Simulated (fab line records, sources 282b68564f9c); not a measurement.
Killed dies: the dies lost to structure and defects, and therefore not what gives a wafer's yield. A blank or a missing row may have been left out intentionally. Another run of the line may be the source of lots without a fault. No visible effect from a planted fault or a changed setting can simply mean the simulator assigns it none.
Which tool was responsible?	flow rit_cmos	42 wafers from 14 lots sampled at 3 of the route's 202 steps

## WHAT THE GAUGES SHOWED, per wafer
RIT_SILICIDE_RS_MEAS_02: measures by four-point-probe.
lot	measured	on	SILICIDE_TI_RS (ohm/sq)
L118	day 3 11:44	film_metro-01	47.0 47.3 47.8
L119	day 3 17:41	film_metro-01	48.2 48.6 47.9
L121	day 4 07:04	film_metro-01	47.0 47.1 46.9
L122	day 4 07:50	film_metro-01	47.9 47.7 47.3
L123	day 4 09:46	film_metro-02	47.8 47.3 47.9
L124	day 4 13:32	film_metro-03	48.0 49.1 48.6
L125	day 4 20:11	film_metro-01	47.4 47.7 47.3
L126	day 5 04:29	film_metro-01	47.3 47.0 48.2
L128	day 5 09:59	film_metro-02	48.8 48.7 48.5
L129	day 5 16:29	film_metro-02	47.9 48.7 48.0
L130	day 5 19:27	film_metro-01	47.0 48.2 46.8
L136	day 7 03:52	film_metro-01	47.5 46.9 46.9
L138	day 7 12:47	film_metro-02	37.4 48.4 48.0
L139	day 7 18:26	film_metro-03	47.6 36.5 47.1

RIT_SILICIDE_THK_MEAS_03: measures by xrf.
lot	measured	on	SILICIDE_TI_THK (nm)
L118	day 3 11:49	film_metro-01	30.3 30.0 29.9
L119	day 3 17:48	film_metro-01	29.6 29.5 29.8
L121	day 4 07:11	film_metro-01	30.5 30.3 30.6
L122	day 4 07:56	film_metro-01	30.0 30.1 30.2
L123	day 4 09:52	film_metro-02	30.0 30.2 29.9
L124	day 4 13:39	film_metro-03	29.9 29.6 29.6
L125	day 4 20:17	film_metro-01	30.3 30.1 30.2
L126	day 5 04:35	film_metro-01	30.3 30.4 29.8
L128	day 5 10:06	film_metro-02	29.4 29.4 29.5
L129	day 5 16:37	film_metro-02	29.9 29.4 29.7
L130	day 5 19:34	film_metro-01	30.5 29.8 30.5
L136	day 7 03:58	film_metro-01	30.2 30.6 30.5
L138	day 7 12:54	film_metro-02	36.5 29.6 29.8
L139	day 7 18:32	film_metro-03	30.2 37.3 30.4

## WHICH TOOL RAN EACH LOT (tool, then ch and the chambers of the sampled wafers, then the start)
lot	RIT_SILICIDE_SPUTTER_01
L118	pvd_sputter-01, day 3 11:31
L119	pvd_sputter-03, day 3 17:31
L121	pvd_sputter-04, day 4 06:55
L122	pvd_sputter-01, day 4 07:39
L123	pvd_sputter-03, day 4 09:35
L124	pvd_sputter-04, day 4 13:23
L125	pvd_sputter-01, day 4 20:01
L126	pvd_sputter-04, day 5 04:19
L128	pvd_sputter-04, day 5 09:50
L129	pvd_sputter-03, day 5 16:20
L130	pvd_sputter-04, day 5 19:18
L136	pvd_sputter-04, day 7 03:41
L138	pvd_sputter-04, day 7 12:38
L139	pvd_sputter-04, day 7 18:16
- RIT_SILICIDE_SPUTTER_01: material Ti, target thk 30 nm, time 240 s.

## WHAT THE TOOLS THEMSELVES READ (means of the sampled wafers that have a number; where no wafer has one, the mark that the record gives instead)
RIT_SILICIDE_SPUTTER_01.
lot	tool	throttle_valve_pct (%)
L118	pvd_sputter-01	29.2
L119	pvd_sputter-03	28.8
L121	pvd_sputter-04	30.4
L122	pvd_sputter-01	28.8
L123	pvd_sputter-03	29.6
L124	pvd_sputter-04	31.5
L125	pvd_sputter-01	28.7
L126	pvd_sputter-04	31.6
L128	pvd_sputter-04	30.3
L129	pvd_sputter-03	29.9
L130	pvd_sputter-04	29.8
L136	pvd_sputter-04	31.6
L138	pvd_sputter-04	30.6
L139	pvd_sputter-04	31.2

## THE ANSWER, worked out from the rows above alone
Rule: the usual values come from the lots themselves. Put in order of their means at a reading, lots are off if they are a third of the lots or fewer, leave a main group of 4 or more, and stand apart from it by a gap of 3 or more times the standard deviation of the main group's means; of several such gaps the widest counts. If all means in a main group match to the digits the tables above print for the reading, that group is not used. Also off: a lot with no number at a reading for which 4 or more lots have one. Any other lot the step has rows for is counted as sound. First the gauges in route order, then the tools' own readings, where a lot's mean is used as printed above. The first step at which some lot is off is used, and at that step the reading that is off furthest; a lot without a number counts as furthest.
Off: L138, L139, at RIT_SILICIDE_RS_MEAS_02 (SILICIDE_TI_RS). For the main group the mean is 47.7 ohm/sq and the standard deviation 0.53.
If a tool, at a process step before that reading, ran all the lots that are off and no sound lot after the first of them, it fits. Those tools and the gauges at RIT_SILICIDE_RS_MEAS_02 are tried in the same way. One candidate fits, namely pvd_sputter-04 at RIT_SILICIDE_SPUTTER_01. A fault onset in the window from L136 (day 7 03:41, its last sound lot) to L138 (day 7 12:38, its first lot off) fits.

## WHAT THE SIMULATOR HAD PUT IN
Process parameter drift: pvd_sputter-04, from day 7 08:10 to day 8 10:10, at RIT_SILICIDE_SPUTTER_01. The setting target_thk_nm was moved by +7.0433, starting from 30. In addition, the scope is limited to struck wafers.
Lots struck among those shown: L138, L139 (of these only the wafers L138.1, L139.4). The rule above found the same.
